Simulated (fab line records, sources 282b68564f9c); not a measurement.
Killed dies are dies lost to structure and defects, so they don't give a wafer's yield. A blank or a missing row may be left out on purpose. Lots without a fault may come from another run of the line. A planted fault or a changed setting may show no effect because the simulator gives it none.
Tool commonality check | flow rit_cmos | 14 lots, 42 wafers sampled

WHY IT WAS OPENED
At RIT_SPACER_THK_MEAS_04 the reading SPACER_NITRIDE_THK is flagged on 2 of 14 lots. Wafers without a fault read 250.1 nm, standard deviation 2.7.
Rule: a lot is flagged when every wafer of it that has a number lies more than 4 standard deviations from that mean, or none has a number. The other lots count as sound.

lot  | measured    | on            | SPACER_NITRIDE_THK (nm), wafer by wafer | flag
L821 | day 3 05:53 | film_metro-02 | 247.3 250.5 248.2                       |
L822 | day 3 06:58 | film_metro-04 | 245.6 244.6 245.8                       |
L823 | day 3 19:32 | film_metro-03 | 251.8 252.5 250.8                       |
L824 | day 3 21:14 | film_metro-02 | 247.7 247.3 247.1                       |
L826 | day 4 11:41 | film_metro-02 | 255.5 253.5 253.2                       |
L827 | day 4 18:44 | film_metro-03 | 248.4 250.2 251.4                       |
L828 | day 4 21:14 | film_metro-03 | 250.4 251.5 249.3                       |
L830 | day 5 01:46 | film_metro-02 | 250.0 248.5 248.3                       |
L831 | day 5 06:02 | film_metro-02 | 243.9 245.0 246.4                       |
L832 | day 5 12:40 | film_metro-03 | 248.8 251.2 250.0                       |
L836 | day 6 05:26 | film_metro-02 | 159.9 158.7 159.5                       | FLAGGED
L837 | day 6 09:07 | film_metro-02 | 251.6 251.8 248.9                       |
L840 | day 7 01:39 | film_metro-04 | 158.2 157.3 159.9                       | FLAGGED
L843 | day 7 21:02 | film_metro-03 | 250.2 249.0 251.1                       |
The numbers of the flagged lots are 158.9 nm on average: -91.2 nm against the usual, or -34 standard deviations.

WHICH TOOL RAN EACH LOT
The record holds 1 process step before the reading, out of a route of 202 steps. In each cell: the tool, then ch and the chambers that the sampled wafers went through, then the start.
lot  | flag    | RIT_SPACER_CVD_03
L821 |         | lpcvd-01 ch 0, day 3 03:58
L822 |         | lpcvd-02 ch 0, day 3 05:04
L823 |         | lpcvd-02 ch 0, day 3 17:37
L824 |         | lpcvd-01 ch 1, day 3 19:19
L826 |         | lpcvd-02 ch 0, day 4 09:46
L827 |         | lpcvd-01 ch 0, day 4 16:49
L828 |         | lpcvd-02 ch 0, day 4 18:22
L830 |         | lpcvd-02 ch 0, day 4 23:50
L831 |         | lpcvd-02 ch 1, day 5 04:05
L832 |         | lpcvd-01 ch 0, day 5 10:45
L836 | FLAGGED | lpcvd-02 ch 0, day 6 03:31
L837 |         | lpcvd-01 ch 0, day 6 07:11
L840 | FLAGGED | lpcvd-02 ch 0, day 6 23:44
L843 |         | lpcvd-01 ch 1, day 7 19:05
What these steps do:
- RIT_SPACER_CVD_03: deposits Si3N4 from SiH2Cl2/NH3, target thk 250 nm, time 3300 s.
- RIT_SPACER_THK_MEAS_04

FLAGGED OVER TOTAL, TOOL BY TOOL (the gauges that took the reading come last)
step                   | tool          | lots run | flagged | share of the flagged lots | sound lots run after its first flagged lot
RIT_SPACER_CVD_03      | lpcvd-01      | 6        | 0       | none                      | -
RIT_SPACER_CVD_03      | lpcvd-02      | 8        | 2       | all                       | 0
RIT_SPACER_THK_MEAS_04 | film_metro-02 | 7        | 1       | some                      | 1 (L837)
RIT_SPACER_THK_MEAS_04 | film_metro-03 | 5        | 0       | none                      | -
RIT_SPACER_THK_MEAS_04 | film_metro-04 | 2        | 1       | some                      | 0

WHAT THE TABLE ALLOWS
1 row of the table ran every flagged lot: lpcvd-02 at RIT_SPACER_CVD_03.
- lpcvd-02 at RIT_SPACER_CVD_03: 2 of its 8 lots flagged. Its last sound lot is L831 (day 5 04:05), its first flagged lot L836 (day 6 03:31): a fault that began between those two fits. Its own readings lie more than 4 standard deviations out on every wafer of the flagged lots: spike_tc_centre_C, spike_tc_load_C, spike_tc_source_C, susceptor_temp_C.
One tool is left: lpcvd-02 at RIT_SPACER_CVD_03.

WHAT THE SIMULATOR HAD PUT IN
Process parameter drift: lpcvd-02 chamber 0, from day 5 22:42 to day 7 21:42, at RIT_SPACER_CVD_03. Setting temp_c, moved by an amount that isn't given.
Lots struck among those shown: L836, L840. The rule above found the same.
